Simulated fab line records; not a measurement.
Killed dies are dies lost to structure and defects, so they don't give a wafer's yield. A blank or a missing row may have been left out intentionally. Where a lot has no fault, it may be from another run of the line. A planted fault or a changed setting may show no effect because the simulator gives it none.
fab line records	flow berkeley_cmos170
record lots=5	wafers=23
route steps=331 shown M2@272 V2@299 M3@310
start_h: start of the lot's first displayed wafer, in hours after the record's first day	wait_h: time in hours since the lot's previous step	" as in the row above	L1.1+2: one row covering several wafers at once	- either no value or no given start	* or withheld: withheld	< > ~ a bound
route shown NAME@n: NAME is a module with steps in the file, n the number in the route of the first one	usual: mean/standard deviation of fault-free wafers	same: alike in all rows	chamber/n: place in a boat	sites: each site's reading	_std_site: standard deviation of those values	_edge_site: outer sites' mean less inner sites'	radius_mm: how far each site lies from the wafer's centre	mask NAME#n: copy n	behind: the tool/chamber that last shaped the wafer	hold: cause of the lot's hold/its duration in hours/its outcome	device: the transistor (n, p or np) that didn't switch	end of line: at the end of the route, the tests of the same wafers	for a step that has no rows: nothing shown but its recipe	killed: the dies lost at the first sort to structure and to defects; this is not the yield of the wafer	map: a wafer's dies, x killed, . not, _ none there
set.NAME: the setting as run; set.NAME@STEP: as run at that earlier step	model.NAME: the simulator's own value behind a step, which no gauge read
lots where settings were altered on purpose, with a table for each step and a row for each wafer
## steps
# step UCB170_M2_SPUTTER_01
# recipe material=Al	target_thk_nm=900	time_s=120	power_w=6000	chamber_pressure_pa=0.5
lot.wafer	tool	chamber	start_h	wait_h	set.power_w	model.Al_of_M2_SPUTTER_01.thk_nm
L075.1	pvd_sputter-02	-	182.30	0.0	6000	899.7
L075.2	"	-	"	"	6000	896.2
L075.3	"	-	"	"	6000	878.7
L075.4	"	-	"	"	6000	892.4
L075.5	"	-	"	"	6000	887.2
L079.1	pvd_sputter-02	-	205.29	0.0	6000	904.9
L079.2	"	-	"	"	6670	999.2
L079.3	"	-	"	"	6670	998.5
L079.4	"	-	"	"	6000	912
L079.6	"	-	"	"	6670	1016
L080.2	pvd_sputter-02	-	222.50	0.0	6000	913.6
L080.3	"	-	"	"	6000	894.8
L080.4	"	-	"	"	6000	915.9
L081.1	pvd_sputter-04	-	229.18	0.0	6000	898
L081.3	"	-	"	"	6000	910.8
L081.4	"	-	"	"	6000	902.9
L081.5	"	-	"	"	6000	905
L081.6	"	-	"	"	6000	908.8
L082.1	pvd_sputter-03	-	236.77	0.0	5442	807.7
L082.2	"	-	"	"	6000	894.6
L082.4	"	-	"	"	5442	800.8
L082.5	"	-	"	"	6000	888.7
L082.6	"	-	"	"	5442	802.7
# step UCB170_M2_RS_MEAS_02
# recipe thk_meas_gauge=four-point-probe	reads=Al_of_M2_SPUTTER_01
# usual M2_AL_RS=0.0322/0.00032
lot.wafer	tool	chamber	start_h	wait_h	set.power_w@M2_SPUTTER_01	M2_AL_RS[ohm/sq]
L075.1	film_metro-03	-	182.39	0.0	6000	0.0322
L075.2	"	-	"	"	6000	0.0323
L075.3	"	-	"	"	6000	0.0330
L075.4	"	-	"	"	6000	0.0323
L075.5	"	-	"	"	6000	0.0326
L079.1	film_metro-01	-	205.37	0.0	6000	0.0320
L079.2	"	-	"	"	6670	0.0290
L079.3	"	-	"	"	6670	0.0290
L079.4	"	-	"	"	6000	0.0318
L079.6	"	-	"	"	6670	0.0285
L080.2	film_metro-04	-	222.60	0.1	6000	0.0317
L080.3	"	-	"	"	6000	0.0323
L080.4	"	-	"	"	6000	0.0315
L081.1	film_metro-03	-	229.27	0.0	6000	0.0322
L081.3	"	-	"	"	6000	0.0318
L081.4	"	-	"	"	6000	0.0320
L081.5	"	-	"	"	6000	0.0319
L081.6	"	-	"	"	6000	0.0318
L082.1	film_metro-03	-	236.86	0.0	5442	0.0358
L082.2	"	-	"	"	6000	0.0324
L082.4	"	-	"	"	5442	0.0361
L082.5	"	-	"	"	6000	0.0325
L082.6	"	-	"	"	5442	0.0361
# step UCB170_M2_THK_MEAS_03
# recipe thk_meas_gauge=xrf	reads=Al_of_M2_SPUTTER_01
# usual M2_AL_THK=892/12
lot.wafer	tool	chamber	start_h	wait_h	set.power_w@M2_SPUTTER_01	M2_AL_THK[nm]
L075.1	film_metro-03	-	182.51	0.1	6000	888
L075.2	"	-	"	"	6000	887
L075.3	"	-	"	"	6000	870
L075.4	"	-	"	"	6000	884
L075.5	"	-	"	"	6000	874
L079.1	film_metro-01	-	205.49	0.1	6000	894
L079.2	"	-	"	"	6670	985
L079.3	"	-	"	"	6670	984
L079.4	"	-	"	"	6000	899
L079.6	"	-	"	"	6670	1005
L080.2	film_metro-04	-	222.71	0.1	6000	917
L080.3	"	-	"	"	6000	895
L080.4	"	-	"	"	6000	918
L081.1	film_metro-03	-	229.39	0.1	6000	887
L081.3	"	-	"	"	6000	899
L081.4	"	-	"	"	6000	892
L081.5	"	-	"	"	6000	895
L081.6	"	-	"	"	6000	895
L082.1	film_metro-03	-	236.98	0.1	5442	798
L082.2	"	-	"	"	6000	885
L082.4	"	-	"	"	5442	790
L082.5	"	-	"	"	6000	880
L082.6	"	-	"	"	5442	792
# step UCB170_M2_COAT_10
# recipe resist=KrF	spin_rpm=1500	resist_thk_nm=900
lot.wafer	tool	chamber	start_h	wait_h	set.resist_thk_nm	model.KrF_of_M2_COAT_10.thk_nm
L075.1+5	litho_track-04	0	-	-	900	902
L075.2	"	0	"	"	900	901.6
L075.3	"	0	"	"	900	901.9
L075.4	"	0	"	"	900	899.2
L079.1	litho_track-04	0	-	-	948.3	946.9
L079.2+3	"	0	"	"	900	-
L079.4	"	0	"	"	900	898.4
L079.6	"	0	"	"	948.3	-
L080.2+4	litho_track-04	0	-	-	900	900
L080.3	"	0	"	"	900	902.1
L081.1	litho_track-04	0	-	-	885.4	886.9
L081.3	"	0	"	"	900	903.1
L081.4	"	0	"	"	885.4	887.5
L081.5	"	0	"	"	900	901.3
L081.6	"	0	"	"	900	902.5
L082.1+6	litho_track-02	0	-	-	854.2	-
L082.2	"	0	"	"	854.2	855.3
L082.4	"	0	"	"	900	-
L082.5	"	0	"	"	900	899.8
# step UCB170_M2_METAL_ETCH_18
# recipe chemistry=Cl2/BCl3	target=Al	stop_on=SiO2	pressure_mtorr=12	target_depth_a=11700	over_etch_frac=0.3	time_s=195	icp_w=600	bias_w=120	Cl2_flow_sccm=90	bcl3_flow_sccm=45
# usual oes_product_au=0.852/0.012
lot.wafer	tool	chamber	start_h	wait_h	set.icp_w	set.power_w@M2_SPUTTER_01	oes_product_au
L075.1	rie_metal-03	1	184.33	-	600	6000	0.844
L075.2	"	0	"	"	600	6000	0.863
L075.3	"	1	"	"	533.1	6000	0.837
L075.4	"	0	"	"	600	6000	0.870
L075.5	"	0	"	"	533.1	6000	0.865
L079.1	rie_metal-04	0	207.90	-	600	6000	0.844
L079.2	"	1	"	"	600	6670	0.885
L079.3	"	0	"	"	620.6	6670	0.891
L079.4	"	1	"	"	620.6	6000	0.851
L079.6	"	0	"	"	620.6	6670	0.892
L080.2	rie_metal-01	0	224.70	-	600	6000	0.868
L080.3	"	1	"	"	600	6000	0.837
L080.4	"	0	"	"	600	6000	0.868
L081.1	rie_metal-04	0	231.34	-	600	6000	0.842
L081.3	"	1	"	"	600	6000	0.851
L081.4	"	0	"	"	600	6000	0.846
L081.5	"	1	"	"	600	6000	0.842
L081.6	"	0	"	"	600	6000	0.847
L082.1	rie_metal-04	1	239.04	-	600	5442	0.784
L082.2	"	0	"	"	656.2	6000	0.840
L082.4	"	1	"	"	656.2	5442	0.786
L082.5	"	1	"	"	656.2	6000	0.837
L082.6	"	0	"	"	600	5442	0.786
# step UCB170_V2_COAT_07
# recipe resist=KrF	spin_rpm=1500	resist_thk_nm=900
lot.wafer	tool	chamber	start_h	wait_h	set.resist_thk_nm	model.KrF_of_V2_COAT_07.thk_nm
L075.1	litho_track-03	0	187.81	0.1	873.4	872.6
L075.2	"	0	"	"	900	897.1
L075.3	"	0	"	"	900	898.4
L075.4	"	0	"	"	873.4	873.7
L075.5	"	0	"	"	900	900.1
L079.1	litho_track-02	0	209.49	0.1	877.3	873.6
L079.2	"	0	"	"	900	897.1
L079.3	"	0	"	"	900	898.6
L079.4	"	0	"	"	877.3	875.9
L079.6	"	0	"	"	877.3	875.3
L080.2	litho_track-03	0	226.15	0.1	900	901.8
L080.3	"	0	"	"	900	899.4
L080.4	"	0	"	"	900	900.7
L081.1	litho_track-02	0	232.81	0.1	853.2	855.6
L081.3	"	0	"	"	853.2	855.9
L081.4	"	0	"	"	900	901.9
L081.5	"	0	"	"	900	899.3
L081.6	"	0	"	"	853.2	854.8
L082.1	litho_track-02	0	241.10	0.1	951.3	956.7
L082.2	"	0	"	"	951.3	955.1
L082.4	"	0	"	"	951.3	952.9
L082.5	"	0	"	"	900	902.7
L082.6	"	0	"	"	900	900.3
# step UCB170_V2_SOFTBAKE_08
# recipe resist=KrF	temp_c=130	time_s=60
# step UCB170_V2_EXPOSE_09
# recipe mask_id=VIA2	target_cd_nm=700	na=0.5	sigma_outer=0.6	source_shape=conventional	dose_mj=37
# step UCB170_V2_ETCH_14
# recipe chemistry=CHF3/CF4/Ar	target=SiO2	stop_on=Al	CHF3_flow_sccm=45	cf4_flow_sccm=15	Ar_flow_sccm=150	pressure_mtorr=200	rf_w=700	target_depth_a=12500	over_etch_frac=0.25	time_s=291
lot.wafer	tool	chamber	start_h	wait_h	set.resist_thk_nm@V2_COAT_07	model.KrF_of_V2_COAT_07.thk_nm
L075.1	rie_diel-02	0	189.44	0.0	873.4	574.9
L075.2	"	3	"	"	900	610.4
L075.3	"	0	"	"	900	605.4
L075.4	"	3	"	"	873.4	587.4
L075.5	"	0	"	"	900	603.6
L079.1	rie_diel-03	2	210.78	0.0	877.3	586.4
L079.2	"	0	"	"	900	611.7
L079.3	"	3	"	"	900	608.6
L079.4	"	1	"	"	877.3	591.3
L079.6	"	1	"	"	877.3	590.6
L080.2	rie_diel-04	3	227.12	0.0	900	610.1
L080.3	"	0	"	"	900	610.4
L080.4	"	1	"	"	900	616.4
L081.1	rie_diel-03	3	233.65	0.0	853.2	564.3
L081.3	"	0	"	"	853.2	572.9
L081.4	"	1	"	"	900	613.9
L081.5	"	1	"	"	900	612.3
L081.6	"	0	"	"	853.2	571.5
L082.1	rie_diel-02	3	242.49	0.0	951.3	666.4
L082.2	"	2	"	"	951.3	659.3
L082.4	"	0	"	"	951.3	652.3
L082.5	"	2	"	"	900	610.5
L082.6	"	3	"	"	900	611.3
# step UCB170_V2_STRIP_15
# recipe chemistry=O2	power_w=400	pressure_mtorr=3500	platen_temp_c=withheld	o2_flow_sccm=400	overash_fraction=0.5
# usual strip_time_to_endpoint_s=15.34/0.1
lot.wafer	tool	chamber	start_h	wait_h	set.resist_thk_nm@V2_COAT_07	strip_time_to_endpoint_s
L075.1	plasma_asher-01	1	189.71	0.2	873.4	14.48
L075.2	"	0	"	"	900	15.32
L075.3	"	1	"	"	900	15.18
L075.4	"	0	"	"	873.4	14.77
L075.5	"	0	"	"	900	15.17
L079.1	plasma_asher-02	0	210.96	0.1	877.3	14.75
L079.2	"	1	"	"	900	15.35
L079.3	"	1	"	"	900	15.28
L079.4	"	0	"	"	877.3	14.86
L079.6	"	0	"	"	877.3	14.85
L080.2	plasma_asher-01	0	227.30	0.1	900	15.31
L080.3	"	0	"	"	900	15.29
L080.4	"	1	"	"	900	15.46
L081.1	plasma_asher-01	1	233.83	0.1	853.2	14.24
L081.3	"	1	"	"	853.2	14.45
L081.4	"	0	"	"	900	15.42
L081.5	"	0	"	"	900	15.36
L081.6	"	1	"	"	853.2	14.39
L082.1	plasma_asher-01	0	242.67	0.1	951.3	16.59
L082.2	"	1	"	"	951.3	16.42
L082.4	"	0	"	"	951.3	16.25
L082.5	"	1	"	"	900	15.31
L082.6	"	0	"	"	900	15.35
# step UCB170_M3_SPUTTER_01
# recipe material=Al	target_thk_nm=900	time_s=120	power_w=6000	chamber_pressure_pa=0.5
lot.wafer	tool	chamber	start_h	wait_h	set.power_w	model.Al_of_M3_SPUTTER_01.thk_nm
L075.1	pvd_sputter-01	-	190.00	0.0	6000	877.7
L075.2	"	-	"	"	6000	895.1
L075.3	"	-	"	"	6000	878.4
L075.4	"	-	"	"	6000	882.1
L075.5	"	-	"	"	6000	887.1
L079.1	pvd_sputter-02	-	211.25	0.0	6000	883.1
L079.2	"	-	"	"	6000	882.3
L079.3	"	-	"	"	6000	879.5
L079.4	"	-	"	"	6000	893.3
L079.6	"	-	"	"	6000	885.1
L080.2	pvd_sputter-02	-	227.58	0.0	6000	910.1
L080.3	"	-	"	"	6000	899.1
L080.4	"	-	"	"	6000	902.6
L081.1	pvd_sputter-04	-	234.12	0.0	6245	933.9
L081.3	"	-	"	"	6000	905.6
L081.4	"	-	"	"	6000	900.6
L081.5	"	-	"	"	6245	924.9
L081.6	"	-	"	"	6000	893.9
L082.1	pvd_sputter-02	-	242.96	0.0	5425	828.1
L082.2	"	-	"	"	5425	821.4
L082.4	"	-	"	"	6000	902.1
L082.5	"	-	"	"	6000	903.5
L082.6	"	-	"	"	6000	913.6
# step UCB170_M3_RS_MEAS_02
# recipe thk_meas_gauge=four-point-probe	reads=Al_of_M3_SPUTTER_01
# usual M3_AL_RS=0.0323/0.00035
lot.wafer	tool	chamber	start_h	wait_h	set.power_w@M3_SPUTTER_01	M3_AL_RS[ohm/sq]
L075.1	film_metro-02	-	190.08	0.0	6000	0.0330
L075.2	"	-	"	"	6000	0.0324
L075.3	"	-	"	"	6000	0.0330
L075.4	"	-	"	"	6000	0.0329
L075.5	"	-	"	"	6000	0.0327
L079.1	film_metro-02	-	211.33	0.0	6000	0.0328
L079.2	"	-	"	"	6000	0.0329
L079.3	"	-	"	"	6000	0.0330
L079.4	"	-	"	"	6000	0.0324
L079.6	"	-	"	"	6000	0.0327
L080.2	film_metro-04	-	227.69	0.1	6000	0.0317
L080.3	"	-	"	"	6000	0.0322
L080.4	"	-	"	"	6000	0.0321
L081.1	film_metro-04	-	234.20	0.0	6245	0.0310
L081.3	"	-	"	"	6000	0.0319
L081.4	"	-	"	"	6000	0.0322
L081.5	"	-	"	"	6245	0.0313
L081.6	"	-	"	"	6000	0.0323
L082.1	film_metro-04	-	243.04	0.0	5425	0.0350
L082.2	"	-	"	"	5425	0.0353
L082.4	"	-	"	"	6000	0.0321
L082.5	"	-	"	"	6000	0.0321
L082.6	"	-	"	"	6000	0.0317
# step UCB170_M3_THK_MEAS_03
# recipe thk_meas_gauge=xrf	reads=Al_of_M3_SPUTTER_01
# usual M3_AL_THK=895/12
lot.wafer	tool	chamber	start_h	wait_h	set.power_w@M3_SPUTTER_01	M3_AL_THK[nm]
L075.1	film_metro-02	-	190.20	0.1	6000	866
L075.2	"	-	"	"	6000	887
L075.3	"	-	"	"	6000	868
L075.4	"	-	"	"	6000	874
L075.5	"	-	"	"	6000	879
L079.1	film_metro-02	-	211.45	0.1	6000	879
L079.2	"	-	"	"	6000	881
L079.3	"	-	"	"	6000	880
L079.4	"	-	"	"	6000	895
L079.6	"	-	"	"	6000	886
L080.2	film_metro-04	-	227.80	0.1	6000	911
L080.3	"	-	"	"	6000	903
L080.4	"	-	"	"	6000	910
L081.1	film_metro-04	-	234.32	0.1	6245	935
L081.3	"	-	"	"	6000	912
L081.4	"	-	"	"	6000	904
L081.5	"	-	"	"	6245	923
L081.6	"	-	"	"	6000	892
L082.1	film_metro-04	-	243.16	0.1	5425	832
L082.2	"	-	"	"	5425	828
L082.4	"	-	"	"	6000	911
L082.5	"	-	"	"	6000	912
L082.6	"	-	"	"	6000	917
## key
split step=UCB170_M2_SPUTTER_01	setting=power_w	stated=6000	by=wafer
response step=UCB170_M2_SPUTTER_01	reading=model.Al_of_M2_SPUTTER_01.thk_nm	change=+8.95	per=1%	r=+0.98
response step=UCB170_M2_RS_MEAS_02	reading=M2_AL_RS	change=-0.000319	per=1%	r=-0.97
response step=UCB170_M2_THK_MEAS_03	reading=M2_AL_THK	change=+8.94	per=1%	r=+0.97
response step=UCB170_M2_METAL_ETCH_18	reading=oes_product_au	change=+0.00457	per=1%	r=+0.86
split step=UCB170_M2_COAT_10	setting=resist_thk_nm	stated=900	by=wafer
response step=UCB170_M2_COAT_10	reading=model.KrF_of_M2_COAT_10.thk_nm	change=+8.94	per=1%	r=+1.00
split step=UCB170_M2_METAL_ETCH_18	setting=icp_w	stated=600	by=wafer
response none clear
split step=UCB170_V2_COAT_07	setting=resist_thk_nm	stated=900	by=wafer
response step=UCB170_V2_COAT_07	reading=model.KrF_of_V2_COAT_07.thk_nm	change=+9	per=1%	r=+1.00
response step=UCB170_V2_ETCH_14	reading=model.KrF_of_V2_COAT_07.thk_nm	change=+8.43	per=1%	r=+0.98
response step=UCB170_V2_STRIP_15	reading=strip_time_to_endpoint_s	change=*	per=1%	r=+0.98
split step=UCB170_M3_SPUTTER_01	setting=power_w	stated=6000	by=wafer
response step=UCB170_M3_SPUTTER_01	reading=model.Al_of_M3_SPUTTER_01.thk_nm	change=+8.31	per=1%	r=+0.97
response step=UCB170_M3_RS_MEAS_02	reading=M3_AL_RS	change=-0.00032	per=1%	r=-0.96
response step=UCB170_M3_THK_MEAS_03	reading=M3_AL_THK	change=+8.36	per=1%	r=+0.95
